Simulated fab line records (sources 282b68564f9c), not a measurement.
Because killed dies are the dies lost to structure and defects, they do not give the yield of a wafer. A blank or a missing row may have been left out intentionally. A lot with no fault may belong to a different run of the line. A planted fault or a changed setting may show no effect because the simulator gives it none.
fab line records / flow ritCmos
[record] lots = 14 wafers = 42 lastDay = 8
route steps=202 shown PRETRO@72
lots that met no fault: from a run of the same line without faults
startH: hours from the record's first day to the start of the lot's first wafer shown / waitH: hours elapsed since this lot's preceding step / " identical to the entry in the row above / L1.1+2: a single row standing in for several wafers / - value missing, or start not given / * or withheld: withheld / < > ~ a bound
route shown NAME@n: a module of which the file shows steps, and the number in the route of the first / usual: mean/standard deviation taken from wafers without a fault / same: alike in all rows / chamber/n: place in a boat / sites: the reading at each site / _std_site: the standard deviation of these / _edge_site: outer sites' mean less inner sites' / radiusMm: how far each site lies from the wafer's centre / mask NAME#n: copy n / behind: the most recent tool/chamber to have shaped the wafer / hold: the reason the lot was held/the length of the hold in hours/how it ended / device: the transistor (n, p or np) that didn't switch / end of line: tests of these same wafers at the route's end / a step given without rows: its recipe and nothing more / killed: at the first sort, the dies lost to defects and structure; wafer yield is something else / map: shows each die of a wafer: x if killed, . if not, _ if none is there
set.NAME: the run value of the setting; set.NAME@STEP: its run value at that earlier step / model.NAME: the simulator's own value behind a step, which no gauge read
steps of the route over a sample of lots; a table a step, a row a wafer
services: from which hour (startH, from the record's first day; less than 0 if before it) a tool's chamber was out of use, for how many hours, and why
[[steps]]
[step RIT_PRETRO_IMPLANT_08]
[recipe] species = B energyKev = 45 doseCm2 = 1.2e+13 tiltDeg = 7
[usual] beamEnergyKeV = 45.001/0.016 beamOnS = 9.98/0.19 endStationPressureTorr = 5e-06/3.1e-07
lot.wafer=L897.2 tool=implanter-02 chamber=0 startH=43.85 waitH=0.2 beamEnergyKeV=45.022 beamOnS=10.43 endStationPressureTorr=5.7e-06
lot.wafer=L897.3 tool=implanter-02 chamber=0 startH=43.85 waitH=0.2 beamEnergyKeV=45.020 beamOnS=10.33 endStationPressureTorr=4.6e-06
lot.wafer=L897.6 tool=implanter-02 chamber=0 startH=43.85 waitH=0.2 beamEnergyKeV=45.020 beamOnS=9.90 endStationPressureTorr=5.2e-06
lot.wafer=L898.4 tool=implanter-03 chamber=0 startH=48.87 waitH=0.2 beamEnergyKeV=44.999 beamOnS=9.92 endStationPressureTorr=5.6e-06
lot.wafer=L898.5 tool=implanter-03 chamber=0 startH=48.87 waitH=0.2 beamEnergyKeV=44.989 beamOnS=10.09 endStationPressureTorr=4.2e-06
lot.wafer=L898.6 tool=implanter-03 chamber=0 startH=48.87 waitH=0.2 beamEnergyKeV=44.998 beamOnS=9.73 endStationPressureTorr=4.9e-06
lot.wafer=L900.2 tool=implanter-03 chamber=0 startH=59.43 waitH=0.2 beamEnergyKeV=45.019 beamOnS=9.80 endStationPressureTorr=4.5e-06
lot.wafer=L900.4 tool=implanter-03 chamber=0 startH=59.43 waitH=0.2 beamEnergyKeV=45.022 beamOnS=9.61 endStationPressureTorr=4.4e-06
lot.wafer=L900.6 tool=implanter-03 chamber=0 startH=59.43 waitH=0.2 beamEnergyKeV=45.005 beamOnS=9.75 endStationPressureTorr=4.9e-06
lot.wafer=L901.3 tool=implanter-03 chamber=0 startH=63.50 waitH=0.2 beamEnergyKeV=50.328 beamOnS=10.05 endStationPressureTorr=4.8e-06
lot.wafer=L901.4 tool=implanter-03 chamber=0 startH=63.50 waitH=0.2 beamEnergyKeV=50.305 beamOnS=9.88 endStationPressureTorr=4.8e-06
lot.wafer=L901.6 tool=implanter-03 chamber=0 startH=63.50 waitH=0.2 beamEnergyKeV=50.315 beamOnS=10.37 endStationPressureTorr=5.5e-06
lot.wafer=L902.1 tool=implanter-03 chamber=0 startH=68.65 waitH=0.2 beamEnergyKeV=50.315 beamOnS=9.97 endStationPressureTorr=5.3e-06
lot.wafer=L902.2 tool=implanter-03 chamber=0 startH=68.65 waitH=0.2 beamEnergyKeV=50.316 beamOnS=9.78 endStationPressureTorr=4.9e-06
lot.wafer=L902.3 tool=implanter-03 chamber=0 startH=68.65 waitH=0.2 beamEnergyKeV=50.311 beamOnS=9.92 endStationPressureTorr=5.6e-06
lot.wafer=L904.2 tool=implanter-04 chamber=0 startH=81.79 waitH=0.2 beamEnergyKeV=44.986 beamOnS=10.16 endStationPressureTorr=4.7e-06
lot.wafer=L904.3 tool=implanter-04 chamber=0 startH=81.79 waitH=0.2 beamEnergyKeV=44.974 beamOnS=9.94 endStationPressureTorr=4.9e-06
lot.wafer=L904.5 tool=implanter-04 chamber=0 startH=81.79 waitH=0.2 beamEnergyKeV=44.998 beamOnS=10.11 endStationPressureTorr=4.9e-06
lot.wafer=L908.1 tool=implanter-04 chamber=0 startH=100.72 waitH=0.2 beamEnergyKeV=44.988 beamOnS=9.84 endStationPressureTorr=5.4e-06
lot.wafer=L908.3 tool=implanter-04 chamber=0 startH=100.72 waitH=0.2 beamEnergyKeV=44.995 beamOnS=9.95 endStationPressureTorr=5.1e-06
lot.wafer=L908.5 tool=implanter-04 chamber=0 startH=100.72 waitH=0.2 beamEnergyKeV=44.993 beamOnS=10.09 endStationPressureTorr=4.8e-06
lot.wafer=L909.2 tool=implanter-02 chamber=0 startH=110.26 waitH=0.2 beamEnergyKeV=45.000 beamOnS=9.98 endStationPressureTorr=4.6e-06
lot.wafer=L909.3 tool=implanter-02 chamber=0 startH=110.26 waitH=0.2 beamEnergyKeV=45.003 beamOnS=9.72 endStationPressureTorr=5e-06
lot.wafer=L909.4 tool=implanter-02 chamber=0 startH=110.26 waitH=0.2 beamEnergyKeV=44.993 beamOnS=9.89 endStationPressureTorr=5.2e-06
lot.wafer=L911.2 tool=implanter-04 chamber=0 startH=116.65 waitH=0.2 beamEnergyKeV=45.019 beamOnS=10.18 endStationPressureTorr=4.8e-06
lot.wafer=L911.5 tool=implanter-04 chamber=0 startH=116.65 waitH=0.2 beamEnergyKeV=45.033 beamOnS=9.90 endStationPressureTorr=4.7e-06
lot.wafer=L911.6 tool=implanter-04 chamber=0 startH=116.65 waitH=0.2 beamEnergyKeV=45.019 beamOnS=10.28 endStationPressureTorr=5e-06
lot.wafer=L912.2 tool=implanter-04 chamber=0 startH=125.85 waitH=0.2 beamEnergyKeV=45.022 beamOnS=9.85 endStationPressureTorr=4.9e-06
lot.wafer=L912.3 tool=implanter-04 chamber=0 startH=125.85 waitH=0.2 beamEnergyKeV=45.029 beamOnS=9.80 endStationPressureTorr=4.8e-06
lot.wafer=L912.5 tool=implanter-04 chamber=0 startH=125.85 waitH=0.2 beamEnergyKeV=45.035 beamOnS=10.15 endStationPressureTorr=4.9e-06
lot.wafer=L913.2 tool=implanter-02 chamber=0 startH=126.99 waitH=0.2 beamEnergyKeV=45.012 beamOnS=10.15 endStationPressureTorr=5.1e-06
lot.wafer=L913.4 tool=implanter-02 chamber=0 startH=126.99 waitH=0.2 beamEnergyKeV=45.028 beamOnS=10.21 endStationPressureTorr=4.9e-06
lot.wafer=L913.6 tool=implanter-02 chamber=0 startH=126.99 waitH=0.2 beamEnergyKeV=45.015 beamOnS=10.11 endStationPressureTorr=5.3e-06
lot.wafer=L914.2 tool=implanter-02 chamber=0 startH=134.16 waitH=0.2 beamEnergyKeV=44.983 beamOnS=10.53 endStationPressureTorr=5e-06
lot.wafer=L914.4 tool=implanter-02 chamber=0 startH=134.16 waitH=0.2 beamEnergyKeV=44.990 beamOnS=9.90 endStationPressureTorr=5.3e-06
lot.wafer=L914.5 tool=implanter-02 chamber=0 startH=134.16 waitH=0.2 beamEnergyKeV=44.997 beamOnS=9.92 endStationPressureTorr=5.1e-06
lot.wafer=L915.1 tool=implanter-03 chamber=0 startH=147.94 waitH=0.2 beamEnergyKeV=44.987 beamOnS=9.83 endStationPressureTorr=5e-06
lot.wafer=L915.3 tool=implanter-03 chamber=0 startH=147.94 waitH=0.2 beamEnergyKeV=45.009 beamOnS=9.77 endStationPressureTorr=5e-06
lot.wafer=L915.5 tool=implanter-03 chamber=0 startH=147.94 waitH=0.2 beamEnergyKeV=44.990 beamOnS=9.81 endStationPressureTorr=5e-06
lot.wafer=L918.3 tool=implanter-03 chamber=0 startH=161.69 waitH=0.2 beamEnergyKeV=44.988 beamOnS=10.08 endStationPressureTorr=5.5e-06
lot.wafer=L918.4 tool=implanter-03 chamber=0 startH=161.69 waitH=0.2 beamEnergyKeV=45.001 beamOnS=10.07 endStationPressureTorr=5e-06
lot.wafer=L918.5 tool=implanter-03 chamber=0 startH=161.69 waitH=0.2 beamEnergyKeV=44.987 beamOnS=10.09 endStationPressureTorr=4.8e-06
[[services]]
tool=implanter-04 chamber=- startH=54.73 hours=10.3 kind=repair
tool=implanter-04 chamber=- startH=66.10 hours=15.3 kind=pm
tool=implanter-02 chamber=- startH=88.23 hours=6.2 kind=repair
[[key]]
[firstSign] step = RIT_PRETRO_IMPLANT_08 reading = beamEnergyKeV direction = up sigmas = 99+ usual = 45.001 struck = 50.315
effect none on later readings
metAt RIT_PRETRO_IMPLANT_08
struckLots L901,L902
testerLeftOut L901,L902
onsetBetween 59.43 63.50
[fault] kind = processParameterDrift tool = implanter-03 chamber = - onsetH = 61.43 steps = RIT_PRETRO_IMPLANT_08 channel = energyKev offset = 5.323 shape = step endH = 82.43 actsIn = theseRecipesOnly stated = 45
// testerLeftOut: of these lots the tester's yield and bins aren't shown, on N5 and GAA mostly nor the transistor test; their killed dies are dies lost to structure and defects alone, not to doping, threshold or leakage, so they don't give the yield
